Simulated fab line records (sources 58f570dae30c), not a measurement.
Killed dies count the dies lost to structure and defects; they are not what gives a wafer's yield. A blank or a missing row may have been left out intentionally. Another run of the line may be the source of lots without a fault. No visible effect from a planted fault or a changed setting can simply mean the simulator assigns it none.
Split-lot experiment + flow berkeley cmos170 + 23 wafers read from 5 lots, route of 331 steps

== THE SPLIT ITSELF ==
At UCB170_NWELL_CVD_04 (deposits Si3N4 from SiH2Cl2/NH3, target thk 224 nm, time 3360 s), the setting temp c was moved away from the recipe's 800 C on 10 of the 23 wafers read, by -0.8% to +1.8%. For the rest of the wafers, this setting stayed at what the recipe calls for.

No step appears in the file between the split and the reading.

== THE READING ==
Values of NWELL_NITRIDE_THK in nm from UCB170_NWELL_THK_MEAS_05. Fault-free wafers of this fab line usually give 224.2 nm, standard deviation 1.8 nm.

| wafer  | tool, chamber at the split | temp c as run, C | against the recipe | NWELL_NITRIDE_THK, nm | against lot-mates on the recipe |
|--------|----------------------------|------------------|--------------------|-----------------------|---------------------------------|
| L078.1 | -, -                       | 800              | recipe             | 226.8                 | -                               |
| L078.2 | -, -                       | 800              | recipe             | 227.2                 | -                               |
| L078.4 | -, -                       | 800              | recipe             | 226.0                 | -                               |
| L078.5 | -, -                       | 800              | recipe             | 226.6                 | -                               |
| L078.6 | -, -                       | 800              | recipe             | 226.8                 | -                               |
| L080.1 | -, -                       | 814.2            | +1.8%              | 288.9                 | no lot-mate on the recipe       |
| L080.2 | -, -                       | 814.2            | +1.8%              | 285.3                 | no lot-mate on the recipe       |
| L080.4 | -, -                       | 814.2            | +1.8%              | 285.8                 | no lot-mate on the recipe       |
| L080.5 | -, -                       | 814.2            | +1.8%              | 289.1                 | no lot-mate on the recipe       |
| L080.6 | -, -                       | 814.2            | +1.8%              | 289.2                 | no lot-mate on the recipe       |
| L083.1 | -, -                       | 800              | recipe             | 226.4                 | -                               |
| L083.2 | -, -                       | 800              | recipe             | 224.6                 | -                               |
| L083.3 | -, -                       | 800              | recipe             | 226.0                 | -                               |
| L083.4 | -, -                       | 800              | recipe             | 223.5                 | -                               |
| L083.5 | -, -                       | 800              | recipe             | 226.1                 | -                               |
| L082.1 | -, -                       | 793.4            | -0.8%              | 198.1                 | no lot-mate on the recipe       |
| L082.2 | -, -                       | 793.4            | -0.8%              | 197.6                 | no lot-mate on the recipe       |
| L082.3 | -, -                       | 793.4            | -0.8%              | 200.0                 | no lot-mate on the recipe       |
| L082.4 | -, -                       | 793.4            | -0.8%              | 196.6                 | no lot-mate on the recipe       |
| L082.6 | -, -                       | 793.4            | -0.8%              | 198.0                 | no lot-mate on the recipe       |
| L085.1 | lpcvd-02, 0                | 800              | recipe             | 226.9                 | -                               |
| L085.3 | lpcvd-02, 0                | 800              | recipe             | 227.0                 | -                               |
| L085.5 | lpcvd-02, 0                | 800              | recipe             | 225.6                 | -                               |

THE FIT
A straight line over all 23 wafers: NWELL_NITRIDE_THK changes by +34.5 nm for each +1% of temp c; r = +1.00; the points scatter about the line by 1.3 nm.
Too few moved wafers have a lot-mate on the recipe to fit a line with each lot's own level taken away.

== THE WHOLE CHAIN: every reading that the file lists as answering this split, in the file's order ==
| step                     | what it does                                                    | reading                                                                       | change (the file's fit)              | r (the file's) |
|--------------------------|-----------------------------------------------------------------|-------------------------------------------------------------------------------|--------------------------------------|----------------|
| UCB170_NWELL_CVD_04      | deposits Si3N4 from SiH2Cl2/NH3, target thk 224 nm, time 3360 s | Si3N4_of_NWELL_CVD_04.thk nm (the simulator's own value, which no gauge read) | +34.5 nm for each +1% of the setting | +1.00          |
| UCB170_NWELL_THK_MEAS_05 |                                                                 | NWELL_NITRIDE_THK                                                             | +34.5 for each +1% of the setting    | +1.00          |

== FILE'S OWN FIT ==
NWELL_NITRIDE_THK changes by +34.5 nm for each +1% of temp c, r = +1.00.
